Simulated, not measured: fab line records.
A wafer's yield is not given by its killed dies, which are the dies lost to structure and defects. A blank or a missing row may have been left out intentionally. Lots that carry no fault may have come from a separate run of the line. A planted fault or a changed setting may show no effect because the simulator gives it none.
Shared-tool check | flow rit_cmos | 16 lots and 48 wafers in the sample

== WHY THIS WAS OPENED ==
Flagged at RIT_GATE_CD_MEAS_16: reading cd_nm, on 4 of 16 lots. Fault-free wafers read 147.7 nm, with a standard deviation of 2.5.
Rule: a lot is flagged in two cases, either no wafer of it has a number, or all its wafers with numbers fall more than 4 standard deviations from that mean. All remaining lots are regarded as sound.

lot  | measured    | on        | cd_nm (nm), wafer by wafer | flag
L686 | day 2 15:10 | cd_sem-02 | 147.1 146.2 146.0          |
L687 | day 2 19:06 | cd_sem-02 | 145.4 147.0 149.0          |
L688 | day 2 22:20 | cd_sem-02 | 146.0 146.4 145.7          |
L689 | day 3 02:59 | cd_sem-02 | 152.0 148.9 150.2          |
L690 | day 3 10:38 | cd_sem-02 | 146.6 147.0 147.7          |
L691 | day 3 15:42 | cd_sem-02 | 184.9 184.3 185.1          | FLAGGED
L692 | day 3 18:39 | cd_sem-02 | 181.0 182.2 182.4          | FLAGGED
L693 | day 3 23:35 | cd_sem-02 | 170.5 168.8 168.2          | FLAGGED
L694 | day 4 04:25 | cd_sem-01 | 167.3 169.3 166.6          | FLAGGED
L698 | day 5 00:00 | cd_sem-02 | 147.1 148.8 146.0          |
L701 | day 5 15:47 | cd_sem-01 | 148.9 146.7 148.6          |
L704 | day 6 12:22 | cd_sem-02 | 144.6 145.4 144.1          |
L706 | day 6 21:05 | cd_sem-02 | 146.9 147.0 146.0          |
L707 | day 7 02:31 | cd_sem-02 | 147.2 147.9 146.4          |
L708 | day 7 04:53 | cd_sem-02 | 143.1 145.1 141.8          |
L709 | day 7 08:50 | cd_sem-02 | 151.1 148.5 147.7          |
Average over the flagged lots: 175.9 nm; offset from the usual +28.2 nm, equal to +11 standard deviations.

== WHICH TOOL EACH LOT WENT THROUGH ==
The record holds 1 process step before the reading, out of a route of 202 steps. In each cell: the tool, then ch and the chambers that the sampled wafers went through, then the start.
lot  | flag    | RIT_GATE_EXPOSE_13
L686 |         | iline_stepper-02 ch 0, day 2 14:46
L687 |         | iline_stepper-01 ch 0, day 2 18:42
L688 |         | iline_stepper-01 ch 0, day 2 21:56
L689 |         | iline_stepper-01 ch 0, day 3 02:35
L690 |         | iline_stepper-01 ch 0, day 3 10:12
L691 | FLAGGED | iline_stepper-01 ch 0, day 3 15:12
L692 | FLAGGED | iline_stepper-01 ch 0, day 3 18:15
L693 | FLAGGED | iline_stepper-01 ch 0, day 3 23:10
L694 | FLAGGED | iline_stepper-01 ch 0, day 4 03:57
L698 |         | iline_stepper-02 ch 0, day 4 23:36
L701 |         | iline_stepper-02 ch 0, day 5 15:23
L704 |         | iline_stepper-02 ch 0, day 6 11:58
L706 |         | iline_stepper-02 ch 0, day 6 20:41
L707 |         | iline_stepper-02 ch 0, day 7 02:07
L708 |         | iline_stepper-02 ch 0, day 7 04:29
L709 |         | iline_stepper-02 ch 0, day 7 08:26
These steps, and what they do:
- RIT_GATE_EXPOSE_13: exposes mask M6, target cd 150 nm.
- RIT_GATE_CD_MEAS_16: target cd 150 nm.

== FLAGGED OVER TOTAL, TOOL BY TOOL (the gauges that took the reading come last) ==
step                | tool             | lots run | flagged | share of the flagged lots | sound lots run after its first flagged lot
RIT_GATE_EXPOSE_13  | iline_stepper-01 | 8        | 4       | all                       | 0
RIT_GATE_EXPOSE_13  | iline_stepper-02 | 8        | 0       | none                      | -
RIT_GATE_CD_MEAS_16 | cd_sem-01        | 2        | 1       | some                      | 1 (L701)
RIT_GATE_CD_MEAS_16 | cd_sem-02        | 14       | 3       | some                      | 6 (L698,L704,L706,L707,L708,L709)

== WHAT THE TABLE ALLOWS ==
All flagged lots share 1 row of the table, namely iline_stepper-01 at RIT_GATE_EXPOSE_13.
- iline_stepper-01 at RIT_GATE_EXPOSE_13 ran 8 lots, 4 of them flagged. A fault beginning between L690 (day 3 10:12), its last sound lot, and L691 (day 3 15:12), its first flagged one, fits the data. Its own readings lie more than 4 standard deviations out on every wafer of the flagged lots: exposure_dose_mJ_cm2.
Just one tool remains: iline_stepper-01 at RIT_GATE_EXPOSE_13.

== WHAT THE SIMULATOR HAD PUT IN ==
Process parameter drift: iline_stepper-01, from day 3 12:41 on, at RIT_GATE_EXPOSE_13. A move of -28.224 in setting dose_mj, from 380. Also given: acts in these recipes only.
Struck lots among those shown: L691, L692, L693, L694. Same finding as the rule above.
